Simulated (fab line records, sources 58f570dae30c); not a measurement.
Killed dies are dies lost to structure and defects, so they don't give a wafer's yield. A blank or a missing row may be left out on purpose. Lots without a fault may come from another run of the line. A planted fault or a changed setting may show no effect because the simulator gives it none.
Split-lot experiment | flow berkeley_cmos170 | 5 lots, 23 wafers read, on a route of 331 steps

THE SPLIT
At UCB170_ACTIVE_OXIDATION_02 (target thk 26.4 nm, ox time 1260 s), the setting temp_c was moved away from the recipe's 1000 C on 15 of the 23 wafers read, by +2.3% to +2.9%. The other wafers ran this setting at the recipe's value.

The file shows no step between the split and the reading.

THE READING
ACTIVE_OXIDE_THK, in nm, at UCB170_ACTIVE_THK_MEAS_03. Fault-free wafers of this fab line usually give 26.1 nm, standard deviation 0.48 nm.

wafer  | tool, chamber at the split | temp_c as run, C | against the recipe | ACTIVE_OXIDE_THK, nm | against lot-mates on the recipe
L074.1 | -, -                       | 1023             | +2.3%              | 32.0                 | no lot-mate on the recipe
L074.2 | -, -                       | 1023             | +2.3%              | 32.1                 | no lot-mate on the recipe
L074.4 | -, -                       | 1023             | +2.3%              | 31.8                 | no lot-mate on the recipe
L074.5 | -, -                       | 1023             | +2.3%              | 31.6                 | no lot-mate on the recipe
L074.6 | -, -                       | 1023             | +2.3%              | 31.9                 | no lot-mate on the recipe
L076.1 | -, -                       | 1029             | +2.9%              | 34.6                 | no lot-mate on the recipe
L076.2 | -, -                       | 1029             | +2.9%              | 34.1                 | no lot-mate on the recipe
L076.3 | -, -                       | 1029             | +2.9%              | 34.1                 | no lot-mate on the recipe
L076.4 | -, -                       | 1029             | +2.9%              | 33.8                 | no lot-mate on the recipe
L076.5 | -, -                       | 1029             | +2.9%              | 33.9                 | no lot-mate on the recipe
L079.1 | -, -                       | 1024             | +2.4%              | 32.1                 | no lot-mate on the recipe
L079.3 | -, -                       | 1024             | +2.4%              | 32.2                 | no lot-mate on the recipe
L079.4 | -, -                       | 1024             | +2.4%              | 32.5                 | no lot-mate on the recipe
L079.5 | -, -                       | 1024             | +2.4%              | 32.4                 | no lot-mate on the recipe
L079.6 | -, -                       | 1024             | +2.4%              | 32.1                 | no lot-mate on the recipe
L081.1 | furnace-03, 0              | 1000             | recipe             | 25.4                 | -
L081.4 | furnace-03, 0              | 1000             | recipe             | 25.2                 | -
L081.6 | furnace-03, 0              | 1000             | recipe             | 25.0                 | -
L083.1 | -, -                       | 1000             | recipe             | 26.8                 | -
L083.3 | -, -                       | 1000             | recipe             | 26.2                 | -
L083.4 | -, -                       | 1000             | recipe             | 26.9                 | -
L083.5 | -, -                       | 1000             | recipe             | 26.5                 | -
L083.6 | -, -                       | 1000             | recipe             | 26.8                 | -

THE FIT
A straight line over all 23 wafers: ACTIVE_OXIDE_THK changes by +2.66 nm for each +1% of temp_c; r = +0.99; the points scatter about the line by 0.54 nm.
Too few moved wafers have a lot-mate on the recipe to fit a line with each lot's own level taken away.

THE WHOLE CHAIN: every reading that the file lists as answering this split, in the file's order
step                       | what it does                       | reading                                                                             | change (the file's fit)              | r (the file's)
UCB170_ACTIVE_OXIDATION_02 | target thk 26.4 nm, ox time 1260 s | SiO2_of_ACTIVE_OXIDATION_02.thk_nm (the simulator's own value, which no gauge read) | +2.66 nm for each +1% of the setting | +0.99
UCB170_ACTIVE_THK_MEAS_03  |                                    | ACTIVE_OXIDE_THK                                                                    | +2.66 for each +1% of the setting    | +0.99

THE FILE'S OWN FIT
ACTIVE_OXIDE_THK changes by +2.66 nm for each +1% of temp_c, r = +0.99.
